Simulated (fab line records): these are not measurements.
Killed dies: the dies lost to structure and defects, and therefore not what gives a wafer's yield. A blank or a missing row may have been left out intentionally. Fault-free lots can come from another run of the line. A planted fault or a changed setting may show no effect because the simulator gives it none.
2 desks looking at one fault || flow rit_cmos || what lay behind the numbers comes last; until then each desk has only its own

THE TOOL OWNER'S DESK: litho_track-04
The tool's own readings at RIT_NLDD_HARDBAKE_07 (time 60 s): means of the sampled wafers that have a number, for each lot that ran on this tool. Marked OUT: a lot whose mean sits more than 4 standard deviations from the usual mean, which makes it out of limits; the brackets give that distance.
Columns: A = heater_power_total_W at RIT_NLDD_HARDBAKE_07, usual 62.55 W; B = plate_temp_C at RIT_NLDD_HARDBAKE_07, usual 140.03 C
{"lot": "L327", "first seen here": "day 3 07:49", "A": 62.57, "B": 140.02}
{"lot": "L337", "first seen here": "day 5 23:32", "A": "63.17 (+13) OUT", "B": "141.04 (+7.8) OUT"}
{"lot": "L338", "first seen here": "day 5 23:44", "A": "63.10 (+12) OUT", "B": "141.13 (+8.5) OUT"}
{"lot": "L339", "first seen here": "day 6 05:08", "A": "63.19 (+14) OUT", "B": "140.83 (+6.2) OUT"}
This desk's finding: out of limits on L337, L338, L339; first on L337, day 5 23:32 (heater_power_total_W at RIT_NLDD_HARDBAKE_07). L327 stayed within limits.

FROM THE METROLOGY DESK
Means of the sampled wafers that have a number, per lot and without regard to the tool the lot ran on: this is what the gauges read. Marked OUT: a lot whose mean sits more than 4 standard deviations from the usual mean, which makes it out of limits; the brackets give that distance.
Columns: A = PWELL_OVL at RIT_PWELL_OVL_MEAS_06, usual -0.2 nm; B = M1_OVL at RIT_M1_OVL_MEAS_10, usual 0.3 nm
{"lot": "L325", "first seen here": "day 2 02:56", "A": -2.7, "B": 1.3}
{"lot": "L326", "first seen here": "day 2 07:56", "A": -1.5, "B": -2.4}
{"lot": "L327", "first seen here": "day 2 13:31", "A": -0.3, "B": 2.4}
{"lot": "L330", "first seen here": "day 3 03:58", "A": -0.6, "B": 0.0}
{"lot": "L331", "first seen here": "day 3 11:11", "A": -0.9, "B": -2.0}
{"lot": "L332", "first seen here": "day 3 15:46", "A": -0.5, "B": 2.1}
{"lot": "L336", "first seen here": "day 4 12:48", "A": -3.0, "B": 0.6}
{"lot": "L337", "first seen here": "day 4 18:30", "A": 0.1, "B": 0.7}
{"lot": "L338", "first seen here": "day 4 23:25", "A": -3.0, "B": 0.0}
{"lot": "L339", "first seen here": "day 5 03:38", "A": 0.2, "B": 0.8}
{"lot": "L340", "first seen here": "day 5 12:10", "A": 1.9, "B": 0.6}
{"lot": "L342", "first seen here": "day 5 18:35", "A": 0.0, "B": 0.3}
{"lot": "L344", "first seen here": "day 6 04:55", "A": -0.7, "B": 0.2}
{"lot": "L345", "first seen here": "day 6 10:43", "A": 1.2, "B": 0.9}
{"lot": "L347", "first seen here": "day 6 18:41", "A": 0.5, "B": -1.8}
Finding of this desk: none of the 15 lots has anything out of limits.

BROUGHT TOGETHER
An alarm could have come from the tool owner's desk at day 5 23:32, on L337, L338, L339.
At the metrology desk, nothing out of limits was observed.
The metrology desk holds a record of L337, L338, L339, inside its limits.
All the named lots went through RIT_NLDD_HARDBAKE_07 on litho_track-04.

WHAT THE SIMULATOR HAD INSERTED
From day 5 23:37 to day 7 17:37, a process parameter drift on litho_track-04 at RIT_NLDD_HARDBAKE_07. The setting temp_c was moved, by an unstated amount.
Struck lots among those shown: L337, L338, L339.
